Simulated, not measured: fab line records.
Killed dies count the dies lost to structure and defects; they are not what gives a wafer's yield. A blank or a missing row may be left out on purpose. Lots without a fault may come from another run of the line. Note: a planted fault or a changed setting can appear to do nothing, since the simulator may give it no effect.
2 desks looking at one fault | flow rit_cmos | each desk has only its own numbers; what lay behind them comes last

## AT THE METROLOGY DESK
What the gauges read, lot by lot, whatever tool the lot ran on: means of the sampled wafers that have a number. Marked OUT: a lot whose mean sits more than 4 standard deviations from the usual mean, which makes it out of limits; the brackets give that distance.
Columns: A = CONTACT_TEOS_THK at RIT_CONTACT_THK_MEAS_01, usual 409 nm
lot  | first seen here | A
L260 | day 3 02:46     | 408
L261 | day 3 07:04     | 413
L262 | day 3 12:57     | 409
L264 | day 4 03:02     | 406
L265 | day 4 04:12     | 406
L266 | day 4 10:43     | 409
L267 | day 4 16:52     | 409
L268 | day 4 20:03     | 407
L272 | day 5 13:23     | 411
L274 | day 6 00:08     | 282 (-28) OUT
L277 | day 6 18:56     | 346 (-14) OUT
L279 | day 7 05:24     | 416
L281 | day 7 17:56     | 413
L282 | day 7 19:31     | 407
This desk finds L274, L277 out of limits, with the earliest case on L274 at day 6 00:08 (CONTACT_TEOS_THK at RIT_CONTACT_THK_MEAS_01). L260, L261, L262, L264, L265, L266, L267, L268, L272, L279, L281, L282: within limits.

## FOR THE TOOL OWNER'S DESK: pecvd-04
The tool's own readings at RIT_CONTACT_CVD_00 (deposits SiO2 from TEOS, target thk 400 nm, time 62.35 s): means of the sampled wafers that have a number, for each lot that ran on this tool. Marked OUT: a lot whose mean sits more than 4 standard deviations from the usual mean, which makes it out of limits; the brackets give that distance.
Columns: A = heater_power_w at RIT_CONTACT_CVD_00, usual 318 W
lot  | first seen here | A
L262 | day 3 12:53     | 312
L265 | day 4 04:09     | 342
L268 | day 4 20:00     | 326
L274 | day 6 00:05     | 354
L277 | day 6 18:53     | 294
This desk's verdict: no lot among the 5 shows anything out of limits.

## ALL TOGETHER
The metrology desk could have raised an alarm at day 6 00:08, on L274, L277.
The desk of the tool owner found nothing out of limits.
On record at the tool owner's desk: L274, L277, within its limits.
Of the lots named, all ran RIT_CONTACT_CVD_00 on pecvd-04.

## WHAT THE SIMULATOR HAD PUT IN
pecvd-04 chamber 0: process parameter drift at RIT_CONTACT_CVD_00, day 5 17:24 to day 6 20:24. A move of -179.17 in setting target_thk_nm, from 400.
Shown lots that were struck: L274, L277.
Time in hours between the start of the fault and the first out-of-limits reading at each desk: metrology desk, 7.
